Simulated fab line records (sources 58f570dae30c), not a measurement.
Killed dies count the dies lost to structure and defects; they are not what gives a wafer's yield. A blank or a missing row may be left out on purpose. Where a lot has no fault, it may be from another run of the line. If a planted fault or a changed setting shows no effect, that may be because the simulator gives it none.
What tool caused it? / flow berkeley cmos170 / 42 wafers from 14 lots sampled at 6 of the route's 331 steps

## WHAT EACH GAUGE READ, for each wafer
UCB170_PFIELD_OVL_MEAS_06. Usual: for PFIELD_OVL the level is -2 nm and the standard deviation is 5.8.
lot=L829; measured=day 5 03:20; on=overlay-02; PFIELD_OVL (nm)=0 -4 -4; flag=
lot=L827; measured=day 5 04:10; on=overlay-01; PFIELD_OVL (nm)=-5 -8 -6; flag=
lot=L830; measured=day 5 19:16; on=overlay-01; PFIELD_OVL (nm)=2 -2 -7; flag=
lot=L838; measured=day 7 05:55; on=overlay-01; PFIELD_OVL (nm)=-8 -3 -6; flag=
lot=L839; measured=day 7 09:05; on=overlay-02; PFIELD_OVL (nm)=7 6 9; flag=
lot=L842; measured=day 8 06:28; on=overlay-02; PFIELD_OVL (nm)=0 1 -4; flag=
lot=L843; measured=day 8 06:39; on=overlay-02; PFIELD_OVL (nm)=-12 -7 -7; flag=
lot=L844; measured=day 8 07:13; on=overlay-02; PFIELD_OVL (nm)=0 1 4; flag=
lot=L845; measured=day 8 17:30; on=overlay-02; PFIELD_OVL (nm)=3 -8 2; flag=
lot=L846; measured=day 9 05:48; on=overlay-01; PFIELD_OVL (nm)=5 6 4; flag=
lot=L847; measured=day 9 06:04; on=overlay-01; PFIELD_OVL (nm)=3 7 3; flag=
lot=L850; measured=day 9 06:18; on=overlay-02; PFIELD_OVL (nm)=-12 -6 -9; flag=
lot=L848; measured=day 9 06:32; on=overlay-02; PFIELD_OVL (nm)=0 4 -2; flag=
lot=L849; measured=day 9 06:47; on=overlay-02; PFIELD_OVL (nm)=-14 -14 -8; flag=

UCB170_FIELD_THK_MEAS_91. Usual: for FIELD_OXIDE_LEFT_2_THK the level is 352 nm and the standard deviation is 11.
lot=L829; measured=day 6 23:05; on=film metro-03; FIELD_OXIDE_LEFT_2_THK (nm)=359 367 361; flag=
lot=L827; measured=day 6 23:05; on=film metro-02; FIELD_OXIDE_LEFT_2_THK (nm)=332 339 337; flag=
lot=L830; measured=day 7 07:10; on=film metro-02; FIELD_OXIDE_LEFT_2_THK (nm)=337 341 334; flag=
lot=L838; measured=day 8 20:22; on=film metro-03; FIELD_OXIDE_LEFT_2_THK (nm)=356 342 351; flag=
lot=L839; measured=day 8 20:24; on=film metro-03; FIELD_OXIDE_LEFT_2_THK (nm)=370 366 371; flag=
lot=L842; measured=day 9 21:25; on=film metro-03; FIELD_OXIDE_LEFT_2_THK (nm)=342 339 337; flag=
lot=L843; measured=day 9 21:05; on=film metro-02; FIELD_OXIDE_LEFT_2_THK (nm)=357 357 373; flag=
lot=L844; measured=day 9 21:22; on=film metro-04; FIELD_OXIDE_LEFT_2_THK (nm)=331 336 330; flag=
lot=L845; measured=day 10 03:56; on=film metro-04; FIELD_OXIDE_LEFT_2_THK (nm)=340 336 342; flag=
lot=L846; measured=day 10 20:36; on=film metro-02; FIELD_OXIDE_LEFT_2_THK (nm)=357 346 355; flag=
lot=L847; measured=day 10 21:09; on=film metro-02; FIELD_OXIDE_LEFT_2_THK (nm)=359 342 358; flag=
lot=L850; measured=day 10 21:02; on=film metro-04; FIELD_OXIDE_LEFT_2_THK (nm)=355 362 350; flag=
lot=L848; measured=day 10 20:20; on=film metro-04; FIELD_OXIDE_LEFT_2_THK (nm)=349 353 351; flag=
lot=L849; measured=day 10 20:41; on=film metro-04; FIELD_OXIDE_LEFT_2_THK (nm)=359 357 363; flag=

UCB170_NSD_TW_MEAS_10. Usual: for NSD_TW the level is 4189 and the standard deviation is 25.
lot=L829; measured=day 8 01:33; on=film metro-01; NSD_TW=4159 4156 4158; flag=
lot=L827; measured=day 8 01:47; on=film metro-02; NSD_TW=4211 4205 4209; flag=
lot=L830; measured=day 8 17:36; on=film metro-01; NSD_TW=4165 4171 4155; flag=
lot=L838; measured=day 10 00:50; on=film metro-04; NSD_TW=30 30 30; flag=OFF
lot=L839; measured=day 10 01:04; on=film metro-01; NSD_TW=30 30 30; flag=OFF
lot=L842; measured=day 11 00:20; on=film metro-02; NSD_TW=4214 4184 4200; flag=
lot=L843; measured=day 11 01:04; on=film metro-04; NSD_TW=4196 4186 4154; flag=
lot=L844; measured=day 11 00:48; on=film metro-02; NSD_TW=4198 4212 4208; flag=
lot=L845; measured=day 11 11:05; on=film metro-01; NSD_TW=4193 4203 4210; flag=
lot=L846; measured=day 12 02:54; on=film metro-01; NSD_TW=4177 4165 4176; flag=
lot=L847; measured=day 12 03:10; on=film metro-04; NSD_TW=4139 4123 4121; flag=
lot=L850; measured=day 12 03:16; on=film metro-04; NSD_TW=4157 4166 4138; flag=
lot=L848; measured=day 12 02:47; on=film metro-02; NSD_TW=4211 4216 4208; flag=
lot=L849; measured=day 12 03:31; on=film metro-01; NSD_TW=4186 4183 4179; flag=

## WHICH TOOL RAN EACH LOT (tool, then ch and the chambers of the sampled wafers, then the start)
lot=L829; UCB170_PVT_STRIP_08=plasma asher-01 ch 0,1, day 6 21:48; UCB170_PSD_STRIP_09=plasma asher-01 ch 0,1, day 7 23:25; UCB170_NSD_STRIP_09=plasma asher-03 ch 0,1, day 8 01:26
lot=L827; UCB170_PVT_STRIP_08=plasma asher-01 ch 0,1, day 6 21:28; UCB170_PSD_STRIP_09=plasma asher-04 ch 0,1, day 7 23:48; UCB170_NSD_STRIP_09=plasma asher-02 ch 0,1, day 8 01:41
lot=L830; UCB170_PVT_STRIP_08=plasma asher-03 ch 0,1, day 7 06:56; UCB170_PSD_STRIP_09=plasma asher-03 ch 0,1, day 8 12:40; UCB170_NSD_STRIP_09=plasma asher-03 ch 0,1, day 8 17:30
lot=L838; UCB170_PVT_STRIP_08=plasma asher-03 ch 0,1, day 8 18:16; UCB170_PSD_STRIP_09=plasma asher-03 ch 0,1, day 9 23:07; UCB170_NSD_STRIP_09=plasma asher-04 ch 0,1, day 10 00:45
lot=L839; UCB170_PVT_STRIP_08=plasma asher-03 ch 0,1, day 8 19:45; UCB170_PSD_STRIP_09=plasma asher-04 ch 0,1, day 9 23:09; UCB170_NSD_STRIP_09=plasma asher-03 ch 0,1, day 10 00:58
lot=L842; UCB170_PVT_STRIP_08=plasma asher-04 ch 0,1, day 9 21:10; UCB170_PSD_STRIP_09=plasma asher-04 ch 0,1, day 10 22:29; UCB170_NSD_STRIP_09=plasma asher-03 ch 0,1, day 11 00:14
lot=L843; UCB170_PVT_STRIP_08=plasma asher-04 ch 0,1, day 9 20:51; UCB170_PSD_STRIP_09=plasma asher-01 ch 1, day 10 22:58; UCB170_NSD_STRIP_09=plasma asher-04 ch 0, day 11 00:58
lot=L844; UCB170_PVT_STRIP_08=plasma asher-03 ch 0,1, day 9 21:08; UCB170_PSD_STRIP_09=plasma asher-03 ch 0,1, day 10 22:41; UCB170_NSD_STRIP_09=plasma asher-02 ch 0,1, day 11 00:41
lot=L845; UCB170_PVT_STRIP_08=plasma asher-01 ch 0,1, day 10 03:43; UCB170_PSD_STRIP_09=plasma asher-03 ch 0,1, day 11 09:16; UCB170_NSD_STRIP_09=plasma asher-02 ch 0,1, day 11 11:01
lot=L846; UCB170_PVT_STRIP_08=plasma asher-01 ch 0, day 10 20:11; UCB170_PSD_STRIP_09=plasma asher-03 ch 0, day 12 01:07; UCB170_NSD_STRIP_09=plasma asher-02 ch 0,1, day 12 02:48
lot=L847; UCB170_PVT_STRIP_08=plasma asher-03 ch 0,1, day 10 20:56; UCB170_PSD_STRIP_09=plasma asher-04 ch 0,1, day 12 01:11; UCB170_NSD_STRIP_09=plasma asher-04 ch 0,1, day 12 03:05
lot=L850; UCB170_PVT_STRIP_08=plasma asher-01 ch 0,1, day 10 20:34; UCB170_PSD_STRIP_09=plasma asher-01 ch 0,1, day 12 01:18; UCB170_NSD_STRIP_09=plasma asher-03 ch 0,1, day 12 03:10
lot=L848; UCB170_PVT_STRIP_08=plasma asher-04 ch 0,1, day 10 20:07; UCB170_PSD_STRIP_09=plasma asher-01 ch 0,1, day 12 00:52; UCB170_NSD_STRIP_09=plasma asher-03 ch 0,1, day 12 02:41
lot=L849; UCB170_PVT_STRIP_08=plasma asher-03 ch 1, day 10 20:23; UCB170_PSD_STRIP_09=plasma asher-04 ch 0,1, day 12 01:25; UCB170_NSD_STRIP_09=plasma asher-02 ch 0,1, day 12 03:24
- UCB170_PVT_STRIP_08: strips in O2.
- UCB170_PSD_STRIP_09: strips in O2.
- UCB170_NSD_STRIP_09: strips in O2.

## WHAT THE TOOLS THEMSELVES READ (means of the sampled wafers that have a number; where no wafer has one, the mark that the record gives instead)
UCB170_PVT_STRIP_08. Usual: chamber pressure mTorr 3500 mTorr, standard deviation 3; drypump motor current A 5.9 A, standard deviation 0.47; oes product au 0.734 a.u., standard deviation 0.0045; strip time to endpoint s 21.64 s, standard deviation 0.06.
lot=L829; tool=plasma asher-01; chamber pressure mTorr (mTorr)=3502; drypump motor current A (A)=5.4; oes product au (a.u.)=0.736; strip time to endpoint s (s)=21.56; flag=
lot=L827; tool=plasma asher-01; chamber pressure mTorr (mTorr)=3501; drypump motor current A (A)=5.4; oes product au (a.u.)=0.736; strip time to endpoint s (s)=21.62; flag=
lot=L830; tool=plasma asher-03; chamber pressure mTorr (mTorr)=3498; drypump motor current A (A)=6.0; oes product au (a.u.)=0.732; strip time to endpoint s (s)=21.63; flag=
lot=L838; tool=plasma asher-03; chamber pressure mTorr (mTorr)=3498; drypump motor current A (A)=6.2; oes product au (a.u.)=0.733; strip time to endpoint s (s)=21.59; flag=
lot=L839; tool=plasma asher-03; chamber pressure mTorr (mTorr)=3499; drypump motor current A (A)=6.2; oes product au (a.u.)=0.734; strip time to endpoint s (s)=21.60; flag=
lot=L842; tool=plasma asher-04; chamber pressure mTorr (mTorr)=3499; drypump motor current A (A)=6.2; oes product au (a.u.)=0.731; strip time to endpoint s (s)=21.67; flag=
lot=L843; tool=plasma asher-04; chamber pressure mTorr (mTorr)=3501; drypump motor current A (A)=6.2; oes product au (a.u.)=0.732; strip time to endpoint s (s)=21.69; flag=
lot=L844; tool=plasma asher-03; chamber pressure mTorr (mTorr)=3497; drypump motor current A (A)=5.9; oes product au (a.u.)=0.738; strip time to endpoint s (s)=21.62; flag=
lot=L845; tool=plasma asher-01; chamber pressure mTorr (mTorr)=3500; drypump motor current A (A)=5.4; oes product au (a.u.)=0.735; strip time to endpoint s (s)=21.73; flag=
lot=L846; tool=plasma asher-01; chamber pressure mTorr (mTorr)=3500; drypump motor current A (A)=5.2; oes product au (a.u.)=0.729; strip time to endpoint s (s)=21.69; flag=
lot=L847; tool=plasma asher-03; chamber pressure mTorr (mTorr)=3500; drypump motor current A (A)=6.2; oes product au (a.u.)=0.735; strip time to endpoint s (s)=21.63; flag=
lot=L850; tool=plasma asher-01; chamber pressure mTorr (mTorr)=3502; drypump motor current A (A)=5.4; oes product au (a.u.)=0.740; strip time to endpoint s (s)=21.71; flag=
lot=L848; tool=plasma asher-04; chamber pressure mTorr (mTorr)=3499; drypump motor current A (A)=5.9; oes product au (a.u.)=0.736; strip time to endpoint s (s)=21.71; flag=
lot=L849; tool=plasma asher-03; chamber pressure mTorr (mTorr)=3503; drypump motor current A (A)=5.7; oes product au (a.u.)=0.728; strip time to endpoint s (s)=21.61; flag=

UCB170_PSD_STRIP_09. Usual: chamber pressure mTorr 3500 mTorr, standard deviation 3; drypump motor current A 5.9 A, standard deviation 0.48; oes product au 0.600 a.u., standard deviation 0.0043; strip time to endpoint s 29.43 s, standard deviation 0.073.
lot=L829; tool=plasma asher-01; chamber pressure mTorr (mTorr)=3499; drypump motor current A (A)=5.5; oes product au (a.u.)=0.598; strip time to endpoint s (s)=29.41; flag=
lot=L827; tool=plasma asher-04; chamber pressure mTorr (mTorr)=3500; drypump motor current A (A)=5.9; oes product au (a.u.)=0.598; strip time to endpoint s (s)=29.40; flag=
lot=L830; tool=plasma asher-03; chamber pressure mTorr (mTorr)=3499; drypump motor current A (A)=6.2; oes product au (a.u.)=0.600; strip time to endpoint s (s)=29.34; flag=
lot=L838; tool=plasma asher-03; chamber pressure mTorr (mTorr)=-; drypump motor current A (A)=-; oes product au (a.u.)=-; strip time to endpoint s (s)=-; flag=OFF
lot=L839; tool=plasma asher-04; chamber pressure mTorr (mTorr)=-; drypump motor current A (A)=-; oes product au (a.u.)=-; strip time to endpoint s (s)=-; flag=OFF
lot=L842; tool=plasma asher-04; chamber pressure mTorr (mTorr)=3501; drypump motor current A (A)=6.2; oes product au (a.u.)=0.598; strip time to endpoint s (s)=29.41; flag=
lot=L843; tool=plasma asher-01; chamber pressure mTorr (mTorr)=3499; drypump motor current A (A)=5.7; oes product au (a.u.)=0.599; strip time to endpoint s (s)=29.52; flag=
lot=L844; tool=plasma asher-03; chamber pressure mTorr (mTorr)=3499; drypump motor current A (A)=6.2; oes product au (a.u.)=0.598; strip time to endpoint s (s)=29.50; flag=
lot=L845; tool=plasma asher-03; chamber pressure mTorr (mTorr)=3502; drypump motor current A (A)=5.9; oes product au (a.u.)=0.601; strip time to endpoint s (s)=29.34; flag=
lot=L846; tool=plasma asher-03; chamber pressure mTorr (mTorr)=3496; drypump motor current A (A)=6.5; oes product au (a.u.)=0.600; strip time to endpoint s (s)=29.42; flag=
lot=L847; tool=plasma asher-04; chamber pressure mTorr (mTorr)=3498; drypump motor current A (A)=5.9; oes product au (a.u.)=0.605; strip time to endpoint s (s)=29.36; flag=
lot=L850; tool=plasma asher-01; chamber pressure mTorr (mTorr)=3500; drypump motor current A (A)=5.5; oes product au (a.u.)=0.599; strip time to endpoint s (s)=29.42; flag=
lot=L848; tool=plasma asher-01; chamber pressure mTorr (mTorr)=3503; drypump motor current A (A)=5.5; oes product au (a.u.)=0.601; strip time to endpoint s (s)=29.44; flag=
lot=L849; tool=plasma asher-04; chamber pressure mTorr (mTorr)=3502; drypump motor current A (A)=5.9; oes product au (a.u.)=0.604; strip time to endpoint s (s)=29.49; flag=

UCB170_NSD_STRIP_09. Usual: chamber pressure mTorr 3500 mTorr, standard deviation 3.3; drypump motor current A 5.9 A, standard deviation 0.43; oes product au 0.534 a.u., standard deviation 0.0043; strip time to endpoint s 35.87 s, standard deviation 0.067.
lot=L829; tool=plasma asher-03; chamber pressure mTorr (mTorr)=3501; drypump motor current A (A)=6.2; oes product au (a.u.)=0.532; strip time to endpoint s (s)=35.83; flag=
lot=L827; tool=plasma asher-02; chamber pressure mTorr (mTorr)=3500; drypump motor current A (A)=5.7; oes product au (a.u.)=0.532; strip time to endpoint s (s)=35.77; flag=
lot=L830; tool=plasma asher-03; chamber pressure mTorr (mTorr)=3499; drypump motor current A (A)=5.9; oes product au (a.u.)=0.534; strip time to endpoint s (s)=35.86; flag=
lot=L838; tool=plasma asher-04; chamber pressure mTorr (mTorr)=3497; drypump motor current A (A)=5.9; oes product au (a.u.)=0.620; strip time to endpoint s (s)=62.09; flag=OFF
lot=L839; tool=plasma asher-03; chamber pressure mTorr (mTorr)=3500; drypump motor current A (A)=6.0; oes product au (a.u.)=0.620; strip time to endpoint s (s)=62.15; flag=OFF
lot=L842; tool=plasma asher-03; chamber pressure mTorr (mTorr)=3498; drypump motor current A (A)=6.0; oes product au (a.u.)=0.532; strip time to endpoint s (s)=36.02; flag=
lot=L843; tool=plasma asher-04; chamber pressure mTorr (mTorr)=3498; drypump motor current A (A)=6.5; oes product au (a.u.)=0.536; strip time to endpoint s (s)=35.86; flag=
lot=L844; tool=plasma asher-02; chamber pressure mTorr (mTorr)=3500; drypump motor current A (A)=5.5; oes product au (a.u.)=0.527; strip time to endpoint s (s)=35.91; flag=
lot=L845; tool=plasma asher-02; chamber pressure mTorr (mTorr)=3501; drypump motor current A (A)=5.5; oes product au (a.u.)=0.531; strip time to endpoint s (s)=35.86; flag=
lot=L846; tool=plasma asher-02; chamber pressure mTorr (mTorr)=3499; drypump motor current A (A)=5.7; oes product au (a.u.)=0.537; strip time to endpoint s (s)=35.85; flag=
lot=L847; tool=plasma asher-04; chamber pressure mTorr (mTorr)=3501; drypump motor current A (A)=6.2; oes product au (a.u.)=0.530; strip time to endpoint s (s)=35.88; flag=
lot=L850; tool=plasma asher-03; chamber pressure mTorr (mTorr)=3501; drypump motor current A (A)=5.9; oes product au (a.u.)=0.530; strip time to endpoint s (s)=35.79; flag=
lot=L848; tool=plasma asher-03; chamber pressure mTorr (mTorr)=3499; drypump motor current A (A)=6.2; oes product au (a.u.)=0.532; strip time to endpoint s (s)=35.88; flag=
lot=L849; tool=plasma asher-02; chamber pressure mTorr (mTorr)=3503; drypump motor current A (A)=5.5; oes product au (a.u.)=0.532; strip time to endpoint s (s)=35.87; flag=

## THE ANSWER, worked out from the rows above alone
Rule: a lot counts as off when the mean over its wafers that have a number is more than 3 standard deviations away from the usual mean. Also off: a lot with no number at a reading for which 4 or more lots have one. All remaining lots with rows at the step are treated as sound. After the gauges, taken in route order, come the tools' own readings; for these a lot's mean is taken, as printed above. At the first step where some lot is off, the reading lying furthest off is the one used; lots without a number count as furthest.
Off: L838, L839, seen at UCB170_NSD_TW_MEAS_10 (NSD_TW).
A tool fits if, at a process step before that reading, it ran every lot that is off, and no sound lot after the first of them. Not tried: the gauges at UCB170_NSD_TW_MEAS_10; whatever is off there is also off at UCB170_PSD_STRIP_09, on other tools, and gauge error can't account for it. None of those tried fits.

## WHAT THE SIMULATOR PUT IN
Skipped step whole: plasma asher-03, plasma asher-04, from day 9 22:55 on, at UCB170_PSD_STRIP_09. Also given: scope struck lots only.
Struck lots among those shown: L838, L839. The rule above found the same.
